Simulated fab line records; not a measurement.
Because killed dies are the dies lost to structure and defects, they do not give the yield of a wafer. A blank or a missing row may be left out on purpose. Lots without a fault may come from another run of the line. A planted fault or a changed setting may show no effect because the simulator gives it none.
Which tool did it? | flow rit cmos | 14 lots, 42 wafers sampled, at 5 steps of a route of 202

WHAT THE GAUGES READ, wafer by wafer
RIT_GATE_CD_MEAS_16: the cd target is 150 nm. Usual: 149 nm for cd nm, sd 3.1.
lot  | measured    | on        | cd nm (nm)  | flag
L454 | day 2 14:11 | cd sem-02 | 150 148 147 |
L455 | day 2 22:59 | cd sem-01 | 153 150 152 |
L456 | day 3 00:51 | cd sem-01 | 145 148 147 |
L457 | day 3 04:52 | cd sem-01 | 149 151 149 |
L461 | day 4 00:37 | cd sem-01 | 153 155 154 |
L464 | day 4 18:42 | cd sem-01 | 153 151 153 |
L467 | day 5 10:49 | cd sem-01 | 151 152 152 |
L468 | day 5 11:26 | cd sem-02 | 149 150 148 |
L470 | day 6 01:25 | cd sem-02 | 144 142 143 |
L471 | day 6 07:34 | cd sem-02 | 145 148 148 |
L473 | day 6 12:29 | cd sem-01 | 149 152 151 |
L474 | day 6 21:59 | cd sem-02 | 150 149 149 |
L476 | day 7 08:01 | cd sem-01 | 148 148 147 |
L477 | day 7 12:08 | cd sem-02 | 151 150 149 |

RIT_PSD_OVL_MEAS_06. Usual: PSD_OVL -0.1 nm, standard deviation 1.3.
lot  | measured    | on         | PSD_OVL (nm)   | flag
L454 | day 3 03:52 | overlay-01 | 0.1 0.7 -0.6   |
L455 | day 3 10:42 | overlay-02 | -2.0 -1.4 -1.9 |
L456 | day 3 13:17 | overlay-02 | -0.7 1.3 0.2   |
L457 | day 3 16:34 | overlay-01 | 0.5 1.5 0.2    |
L461 | day 4 14:30 | overlay-01 | 0.6 0.4 1.5    |
L464 | day 5 07:17 | overlay-01 | -2.4 -2.9 -1.4 |
L467 | day 5 22:09 | overlay-02 | 0.9 0.2 0.4    |
L468 | day 5 23:51 | overlay-02 | 2.1 -0.6 -1.7  |
L470 | day 6 15:49 | overlay-01 | 1.5 0.4 -0.6   |
L471 | day 6 19:50 | overlay-01 | -2.0 -1.5 -1.4 |
L473 | day 7 00:22 | overlay-01 | 0.9 2.1 -0.2   |
L474 | day 7 10:44 | overlay-01 | -0.4 -0.2 -2.4 |
L476 | day 7 19:55 | overlay-01 | 0.8 1.4 0.9    |
L477 | day 7 23:53 | overlay-02 | -1.9 0.1 -1.8  |

RIT_CONTACT_THK_MEAS_01. Usual: CONTACT_TEOS_THK 400 nm, standard deviation 5.5.
lot  | measured    | on            | CONTACT_TEOS_THK (nm) | flag
L454 | day 3 05:55 | film metro-01 | 399 400 408           |
L455 | day 3 12:44 | film metro-04 | 399 398 407           |
L456 | day 3 15:20 | film metro-01 | 392 396 395           |
L457 | day 3 18:47 | film metro-03 | 392 407 404           |
L461 | day 4 16:34 | film metro-01 | 148 149 151           | OFF
L464 | day 5 09:26 | film metro-04 | 147 150 155           | OFF
L467 | day 6 00:13 | film metro-03 | 400 391 402           |
L468 | day 6 01:58 | film metro-01 | 399 395 397           |
L470 | day 6 17:52 | film metro-01 | 396 399 397           |
L471 | day 6 21:54 | film metro-04 | 397 402 397           |
L473 | day 7 02:35 | film metro-03 | 400 410 400           |
L474 | day 7 12:49 | film metro-03 | 405 412 407           |
L476 | day 7 21:59 | film metro-04 | 392 407 405           |
L477 | day 8 01:59 | film metro-03 | 399 399 405           |

RIT_M1_CD_MEAS_90: the cd target is 2600 nm. Usual: 2600.2 nm for cd nm, sd 2.8.
lot  | measured    | on        | cd nm (nm)           | flag
L454 | day 3 10:25 | cd sem-02 | 2606.2 2602.8 2601.9 |
L455 | day 3 17:30 | cd sem-02 | 2603.1 2604.6 2602.4 |
L456 | day 3 19:52 | cd sem-02 | 2600.1 2604.3 2598.9 |
L457 | day 3 23:39 | cd sem-01 | 2605.2 2604.0 2605.6 |
L461 | day 4 21:13 | cd sem-02 | 2599.4 2601.8 2600.7 |
L464 | day 5 14:08 | cd sem-02 | 2600.1 2597.4 2597.4 |
L467 | day 6 04:48 | cd sem-02 | 2598.5 2596.9 2599.4 |
L468 | day 6 06:40 | cd sem-02 | 2600.1 2604.6 2601.1 |
L470 | day 6 22:38 | cd sem-02 | 2601.8 2604.1 2600.4 |
L471 | day 7 02:27 | cd sem-02 | 2599.3 2600.9 2602.9 |
L473 | day 7 07:04 | cd sem-02 | 2600.4 2602.1 2601.7 |
L474 | day 7 17:22 | cd sem-02 | 2594.0 2594.8 2592.7 |
L476 | day 8 02:37 | cd sem-02 | 2600.5 2603.6 2603.2 |
L477 | day 8 06:58 | cd sem-01 | 2597.3 2602.5 2603.1 |

WHAT TOOL EACH LOT RAN ON (gives the tool, then ch and the chambers of the sampled wafers, and finally the start)
lot  | RIT_CONTACT_CVD_00
L454 | pecvd-01 ch 0,1,2, day 3 05:51
L455 | pecvd-04 ch 0,2, day 3 12:41
L456 | pecvd-02 ch 0,1,2, day 3 15:17
L457 | pecvd-01 ch 1,2, day 3 18:44
L461 | pecvd-04 ch 0,1, day 4 16:31
L464 | pecvd-04 ch 0,1, day 5 09:23
L467 | pecvd-02 ch 0,2, day 6 00:10
L468 | pecvd-01 ch 0,1,2, day 6 01:55
L470 | pecvd-02 ch 0,1, day 6 17:48
L471 | pecvd-01 ch 0,1,2, day 6 21:50
L473 | pecvd-02 ch 0,1,2, day 7 02:32
L474 | pecvd-01 ch 0,1, day 7 12:44
L476 | pecvd-02 ch 0,1,2, day 7 21:55
L477 | pecvd-01 ch 1,2, day 8 01:55
- RIT_CONTACT_CVD_00: deposits SiO2 from TEOS, target thk 400 nm, time 61 s.

WHAT THE TOOLS THEMSELVES READ (means of the sampled wafers that have a number; where no wafer has one, the mark that the record gives instead)
RIT_CONTACT_CVD_00. Usual: 316 W for heater power w, sd 53.
lot  | tool     | heater power w (W) | flag
L454 | pecvd-01 | 313                |
L455 | pecvd-04 | 258                |
L456 | pecvd-02 | 337                |
L457 | pecvd-01 | 291                |
L461 | pecvd-04 | 289                |
L464 | pecvd-04 | 238                |
L467 | pecvd-02 | 316                |
L468 | pecvd-01 | 332                |
L470 | pecvd-02 | 304                |
L471 | pecvd-01 | 331                |
L473 | pecvd-02 | 333                |
L474 | pecvd-01 | 314                |
L476 | pecvd-02 | 336                |
L477 | pecvd-01 | 289                |

THE ANSWER, worked out from the rows above alone
Rule: lot off if the mean of its wafers having a number is beyond 3 standard deviations from the usual mean. A lot without any number at a reading at which 4 lots or more have one is off too. All remaining lots with rows at the step are treated as sound. Order of review: gauges by route order, followed by the tools' own readings, for which a lot's mean as printed above is used. At the first step where some lot is off, the reading lying furthest off is the one used; lots without a number count as furthest.
Off: L461, L464, at RIT_CONTACT_THK_MEAS_01 (CONTACT_TEOS_THK).
If a tool, at a process step before that reading, ran all the lots that are off and no sound lot after the first of them, it fits. The gauges at RIT_CONTACT_THK_MEAS_01 are tried like those tools. One fits: pecvd-04 at RIT_CONTACT_CVD_00. A fault onset in the window from L455 (day 3 12:41, its last sound lot) to L461 (day 4 16:31, its first lot off) fits.

WHAT THE SIMULATOR PUT IN
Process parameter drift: pecvd-04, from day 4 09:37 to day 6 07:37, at RIT_CONTACT_CVD_00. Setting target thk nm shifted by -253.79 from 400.
Lots struck among those shown: L461, L464. The same result came from the rule above.
